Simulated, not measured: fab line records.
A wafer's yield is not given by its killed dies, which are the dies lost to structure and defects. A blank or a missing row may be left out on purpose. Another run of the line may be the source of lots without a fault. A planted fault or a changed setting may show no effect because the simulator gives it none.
fab line records	flow ritCmos
record lots=15	wafers=45	lastDay=7
route steps=202 shown PLDD@118
lots that met no fault: from a run of the same line without faults
startH: start of the lot's first displayed wafer, in hours after the record's first day	waitH: hours elapsed since this lot's preceding step	" as in the row above	L1.1+2: several wafers, shown together as one row	- value missing, or start not given	* or withheld: withheld	< > ~ a bound
route shown NAME@n: names a module that has steps shown in the file, with the first one's number in the route	usual: mean/standard deviation taken from wafers without a fault	same: alike in all rows	chamber/n: place in a boat	sites: the reading at each site	_std_site: the standard deviation of these	_edge_site: inner sites' mean taken away from outer sites' mean	radiusMm: how far each site lies from the wafer's centre	mask NAME#n: copy n	behind: tool/chamber where the wafer was last shaped	hold: reason for holding the lot/hours on hold/outcome of the hold	device: whichever transistor did not switch (one of n, p or np)	end of line: the same wafers' tests at the end of the route	a step with no rows: only its recipe	killed: the dies lost at the first sort to structure and to defects; this is not the yield of the wafer	map: shows each die of a wafer: x if killed, . if not, _ if none is there
set.NAME: the setting as run; set.NAME@STEP: as run at that earlier step	model.NAME: the simulator's own value behind a step, which no gauge read
a sample of lots followed through the steps of the route, with each step as a table and each wafer as a row
## steps
# step RIT_PLDD_PEB_04
# recipe resist=NOVOLAK	tempC=withheld	timeS=withheld
# usual chillPlateTempC=*	exhaustPa=45.0/0.88
lot.wafer	tool	chamber	startH	waitH	chillPlateTempC	exhaustPa
L351.2	lithoTrack-02	0	59.04	0.1	*	45.7
L351.3	"	0	"	"	*	46.0
L351.5	"	0	"	"	*	45.3
L357.1	lithoTrack-01	0	91.66	0.1	*	44.1
L357.3	"	0	"	"	*	45.3
L357.5	"	0	"	"	*	44.6
L358.2	lithoTrack-04	-	91.80	0.1	-	-
L358.4	"	-	"	"	-	-
L358.5	"	-	"	"	-	-
L359.4	lithoTrack-02	-	98.67	0.1	-	-
L359.5	"	-	"	"	-	-
L359.6	"	-	"	"	-	-
L360.2	lithoTrack-01	-	104.75	0.3	-	-
L360.4	"	-	"	"	-	-
L360.5	"	-	"	"	-	-
L361.1	lithoTrack-02	0	106.95	0.1	*	46.3
L361.4	"	0	"	"	*	44.4
L361.5	"	0	"	"	*	44.6
L362.2	lithoTrack-02	0	109.83	0.1	*	44.3
L362.3	"	0	"	"	*	45.6
L362.5	"	0	"	"	*	44.9
L364.1	lithoTrack-02	0	122.36	0.1	*	46.1
L364.5	"	0	"	"	*	46.7
L364.6	"	0	"	"	*	45.7
L365.1	lithoTrack-02	0	124.97	0.1	*	44.5
L365.2	"	0	"	"	*	44.8
L365.4	"	0	"	"	*	44.4
L366.2	lithoTrack-02	0	132.97	0.1	*	43.8
L366.3	"	0	"	"	*	44.5
L366.6	"	0	"	"	*	44.1
L367.1	lithoTrack-02	0	137.37	0.1	*	44.3
L367.2	"	0	"	"	*	44.0
L367.3	"	0	"	"	*	45.9
L368.1	lithoTrack-01	0	143.08	0.1	*	46.2
L368.2	"	0	"	"	*	46.1
L368.5	"	0	"	"	*	46.0
L369.1	lithoTrack-04	0	145.56	0.1	*	44.7
L369.2	"	0	"	"	*	46.2
L369.5	"	0	"	"	*	45.3
L370.1	lithoTrack-02	0	152.80	0.1	*	42.9
L370.3	"	0	"	"	*	45.0
L370.4	"	0	"	"	*	43.7
L371.1	lithoTrack-04	0	157.37	0.2	*	46.1
L371.2	"	0	"	"	*	46.1
L371.4	"	0	"	"	*	45.9
## key
firstSign step=RIT_PLDD_PEB_04	reading=toolRecord	direction=missing
effect none on later readings
metAt RIT_PLDD_PEB_04
struckLots L358,L359,L360
sortLeftOut L358.2,L358.4,L358.5,L359.4,L359.5,L359.6,L360.2,L360.4,L360.5
testerLeftOut L358,L359,L360
onsetBetween 91.66 91.80
fault kind=skippedStepWhole	tool=lithoTrack-01,lithoTrack-02,lithoTrack-04	chamber=-	onsetH=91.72	steps=RIT_PLDD_PEB_04	scope=struckLotsOnly
# testerLeftOut: of these lots the tester's yield and bins aren't shown, on N5 and GAA mostly nor the transistor test; their killed dies are dies lost to structure and defects alone, not to doping, threshold or leakage, so they don't give the yield
# sortLeftOut: the simulated sort isn't trusted on such a fault, so these wafers' sort isn't shown, and their yield isn't known
